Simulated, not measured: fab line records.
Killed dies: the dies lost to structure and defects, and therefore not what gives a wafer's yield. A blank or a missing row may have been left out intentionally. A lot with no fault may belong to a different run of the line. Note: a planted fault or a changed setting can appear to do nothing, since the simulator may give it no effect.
Code-filled problem report in 8D (eight disciplines) form + flow ritCmos + the parts of the form that need people (team, actions taken, sign-off) are left out

1. WHAT IS WRONG
At RIT_GATE_ETCH_19, oesProductAu averages 0.903 a.u. over 2 wafers from 2 lots, while fault-free wafers read 0.847 a.u., standard deviation 0.0099. That puts it +5.6 standard deviations away from the usual mean.
The step: etches poly-Si in SF6/CHF3/O2, stops on SiO2, time 165 s, target depth 312.5 nm.
First seen on wafer L263.2, day 5 15:28, on rieSi-01. At this step, 42 wafers from 14 lots have a number in the record. By rule, "out" or "out of limits" means more than 4 standard deviations away from the usual mean. The other wafers with a number count as sound.

2. WHAT IT IS; WHAT IT IS NOT
| question                    | is               | is not                                                                                 |
|-----------------------------|------------------|----------------------------------------------------------------------------------------|
| which readings at this step | oesProductAu     | drypumpMotorCurrentA                                                                   |
| which lots                  | L263, L265       | L249, L250, L251, L252, L254, L255, L256, L259, L260, L264, L271, L272                 |
| which wafers of those lots  | L263.2, L265.6   | L263.4, L263.6, L265.2, L265.5                                                         |
| read on which tools         | rieSi-01         | rieSi-02                                                                               |
| when                        | from day 5 15:28 | up to then (29 sound wafers); but 11 sound wafers of L264, L265, L271, L272 came after |

3. WHAT RULES OUT EACH SUSPECT
Counting: if a tool at a process step up to the reading ran every lot that is out, it stays a suspect. Sound lots after the first of them don't rule it out here, since some wafers of a struck lot are sound.
- rieSi-01 at RIT_GATE_ETCH_19 (etches poly-Si in SF6/CHF3/O2, stops on SiO2, time 165 s, target depth 312.5 nm): kept. It ran every lot that is out, first L263 (day 5 15:28); its last sound lot up to then is L259 (day 4 19:29). On those wafers its own readings are out: oesProductAu.
- rieSi-01, RIT_GATE_ETCH_19: wafers that are out in chamber 1, sound lot-mates in chambers 0, 2.
Left after counting: rieSi-01 at RIT_GATE_ETCH_19.

4. THE CAUSE (what the simulator had put in)
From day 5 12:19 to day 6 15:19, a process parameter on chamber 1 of rieSi-01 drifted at RIT_GATE_ETCH_19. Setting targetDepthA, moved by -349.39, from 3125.
Counting left only this tool.

5. THE CHAIN OF EFFECTS, in route order
One row per reading whose mean, taken over the struck wafers that have a number, lies over 3 standard deviations from the usual. Only readings for which the record gives a usual standard deviation are gone through. hours: the time from each lot's start at the first step in this table that gives one to its start at this step, as a median over the lots. sigmas: the change in usual standard deviations.
| hours | step             | reading      | usual      | on struck wafers | change | sigmas |
|-------|------------------|--------------|------------|------------------|--------|--------|
| 0     | RIT_GATE_ETCH_19 | oesProductAu | 0.847 a.u. | 0.903            | +0.056 | +5.6   |
Process steps it contains:
- RIT_GATE_ETCH_19: etches poly-Si in SF6/CHF3/O2, stops on SiO2, time 165 s, target depth 312.5 nm.

6. WHAT WOULD HAVE CAUGHT IT SOONER
In this record no reading fell out of limits until day 5 15:28, 3 hours after the fault had begun at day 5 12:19.
